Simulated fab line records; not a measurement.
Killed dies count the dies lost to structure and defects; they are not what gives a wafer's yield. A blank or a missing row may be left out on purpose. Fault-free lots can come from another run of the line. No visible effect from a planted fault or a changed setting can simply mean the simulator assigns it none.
Split-lot study    flow berkeley_cmos170    23 wafers read across 5 lots, on a route 331 steps long

== SPLIT DETAILS ==
At UCB170_M3_SPUTTER_01 (material Al, target thk 900 nm, time 120 s), the setting time_s was moved away from the recipe's 120 s on 6 of the 23 wafers read, by -11.3% to -7.3%. All remaining wafers had this setting at the recipe value.

== FROM SPLIT TO READING: 1 step shown by the file between the two ==
- UCB170_M3_RS_MEAS_02: measures by four-point-probe

== THE READING ==
M3_AL_THK, in nm, at UCB170_M3_THK_MEAS_03 (measures by xrf). Fault-free wafers of this fab line usually give 895 nm, standard deviation 12 nm.

wafer   tool, chamber at the split  time_s as run, s  against the recipe  M3_AL_THK, nm  against lot-mates on the recipe
L078.1  pvd_sputter-01, -           120               recipe              906            -
L078.2  pvd_sputter-01, -           120               recipe              895            -
L078.3  pvd_sputter-01, -           111.3             -7.3%               840            -60
L078.4  pvd_sputter-01, -           111.3             -7.3%               820            -80
L078.6  pvd_sputter-01, -           111.3             -7.3%               829            -72
L079.2  pvd_sputter-02, -           120               recipe              881            -
L079.3  pvd_sputter-02, -           120               recipe              880            -
L079.6  pvd_sputter-02, -           120               recipe              886            -
L081.1  pvd_sputter-04, -           120               recipe              898            -
L081.2  pvd_sputter-04, -           106.5             -11.3%              793            -102
L081.3  pvd_sputter-04, -           106.5             -11.3%              811            -84
L081.5  pvd_sputter-04, -           106.5             -11.3%              785            -110
L081.6  pvd_sputter-04, -           120               recipe              892            -
L084.1  pvd_sputter-01, -           120               recipe              889            -
L084.2  pvd_sputter-01, -           120               recipe              905            -
L084.4  pvd_sputter-01, -           120               recipe              898            -
L084.5  pvd_sputter-01, -           120               recipe              898            -
L084.6  pvd_sputter-01, -           120               recipe              890            -
L085.1  pvd_sputter-04, -           120               recipe              895            -
L085.2  pvd_sputter-04, -           120               recipe              899            -
L085.3  pvd_sputter-04, -           120               recipe              894            -
L085.4  pvd_sputter-04, -           120               recipe              894            -
L085.6  pvd_sputter-04, -           120               recipe              895            -

FIT RESULTS
A straight line over all 23 wafers: M3_AL_THK changes by +8.71 nm for each +1% of time_s; r = +0.98; the points scatter about the line by 8.1 nm.
The same after taking each lot's own level away (the mean of its wafers on the recipe; 23 wafers): +9.03 nm for each +1%; r = +0.99; scatter 6.7 nm.
Per that fit: largest time_s move, reading shift of 1e+02 nm.
The lots' own levels span 882.3 to 900.5 nm, that is 1.5 times the standard deviation above.
So the lot-to-lot level changes the slope little: the two slopes agree.
Check: for one of the wafers moved furthest among these (-11.3%), held out of the fit, the line's prediction against its lot-mates is -102 nm. It came out at -102 nm against them.

== ADDITIONAL SPLITS CARRIED BY THESE WAFERS ==
Note: prior to the reading, these wafers also went through further splits. Each is held against what the fit with the lots' levels taken away leaves over:
other split on the same wafers  wafers away from the commonest value  r with M3_AL_THK (lot level and that fit taken away)
UCB170_V1_EXPOSE_09 dose_mj     5                                     -0.06
UCB170_M2_SPUTTER_01 time_s     8                                     -0.16
UCB170_M2_PEB_13 peb_temp_c     8                                     -0.02
UCB170_M2_METAL_ETCH_18 icp_w   6                                     -0.16

== THE WHOLE CHAIN: every reading that the file lists as answering this split, in the file's order ==
step                   what it does                                reading                                                                      change (the file's fit)                r (the file's)
UCB170_M3_SPUTTER_01   material Al, target thk 900 nm, time 120 s  Al_of_M3_SPUTTER_01.thk_nm (the simulator's own value, which no gauge read)  +9.3 nm for each +1% of the setting    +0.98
UCB170_M3_RS_MEAS_02   measures by four-point-probe                M3_AL_RS                                                                     -0.000378 for each +1% of the setting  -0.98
UCB170_M3_THK_MEAS_03  measures by xrf                             M3_AL_THK                                                                    +9.11 for each +1% of the setting      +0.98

== FILE'S OWN FIT ==
M3_AL_THK changes by +9.11 nm for each +1% of time_s, r = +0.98.
